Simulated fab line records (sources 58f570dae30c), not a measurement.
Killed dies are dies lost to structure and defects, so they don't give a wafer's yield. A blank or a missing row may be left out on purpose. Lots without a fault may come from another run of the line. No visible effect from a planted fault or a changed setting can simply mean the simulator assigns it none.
Which of the tools did it? / flow berkeley cmos170 / 7 lots, 21 wafers sampled, at 2 steps of a route of 331

## WHAT THE GAUGES READ, wafer by wafer
UCB170_FIELD_THK_MEAS_91.
lot=L538; measured=day 6 21:28; on=film metro-04; FIELD_OXIDE_LEFT_2_THK (nm)=366 370 359
lot=L543; measured=day 8 00:14; on=film metro-03; FIELD_OXIDE_LEFT_2_THK (nm)=407 394 402 407 394 402
lot=L545; measured=day 8 06:08; on=film metro-04; FIELD_OXIDE_LEFT_2_THK (nm)=352 348 350
lot=L553; measured=day 9 15:04; on=film metro-02; FIELD_OXIDE_LEFT_2_THK (nm)=339 336 327
lot=L551; measured=day 9 15:56; on=film metro-03; FIELD_OXIDE_LEFT_2_THK (nm)=349 351 348
lot=L555; measured=day 10 12:09; on=film metro-03; FIELD_OXIDE_LEFT_2_THK (nm)=353 354 357
lot=L557; measured=day 10 19:45; on=film metro-03; FIELD_OXIDE_LEFT_2_THK (nm)=361 357 366

## TOOL THAT RAN EACH LOT (tool first, then ch and the chambers of the sampled wafers, then the start)
lot=L538; UCB170_GATE_WET_ETCH_00=wet bench-02 ch 1, day 6 21:23
lot=L543; UCB170_GATE_WET_ETCH_00=wet bench-04 ch 3, day 8 00:09
lot=L545; UCB170_GATE_WET_ETCH_00=wet bench-04 ch 1, day 8 06:02
lot=L553; UCB170_GATE_WET_ETCH_00=wet bench-04 ch 1, day 9 15:00
lot=L551; UCB170_GATE_WET_ETCH_00=wet bench-03 ch 3, day 9 15:52
lot=L555; UCB170_GATE_WET_ETCH_00=wet bench-02 ch 3, day 10 12:05
lot=L557; UCB170_GATE_WET_ETCH_00=wet bench-02 ch 2, day 10 19:41
- UCB170_GATE_WET_ETCH_00: etches SiO2 in dHF, time 200 s.

## THE ANSWER, worked out from the rows above alone
Rule: the lots themselves supply what counts as usual. Put in order of their means at a reading, lots are off if they are a third of the lots or fewer, leave a main group of 4 or more, and stand apart from it by a gap of 3 or more times the standard deviation of the main group's means; of several such gaps the widest counts. If all means in a main group match to the digits the tables above print for the reading, that group is not used. Also off: a lot with no number at a reading for which 4 or more lots have one. All remaining lots with rows at the step are treated as sound.
Off: at UCB170_FIELD_THK_MEAS_91 (FIELD_OXIDE_LEFT_2_THK), L543. The main group: mean 352 nm, standard deviation 10.
If a tool, at a process step before that reading, ran all the lots that are off and no sound lot after the first of them, it fits. Those tools and the gauges at UCB170_FIELD_THK_MEAS_91 are tried in the same way. Of those tried, none fits.

## WHAT THE SIMULATOR PUT IN
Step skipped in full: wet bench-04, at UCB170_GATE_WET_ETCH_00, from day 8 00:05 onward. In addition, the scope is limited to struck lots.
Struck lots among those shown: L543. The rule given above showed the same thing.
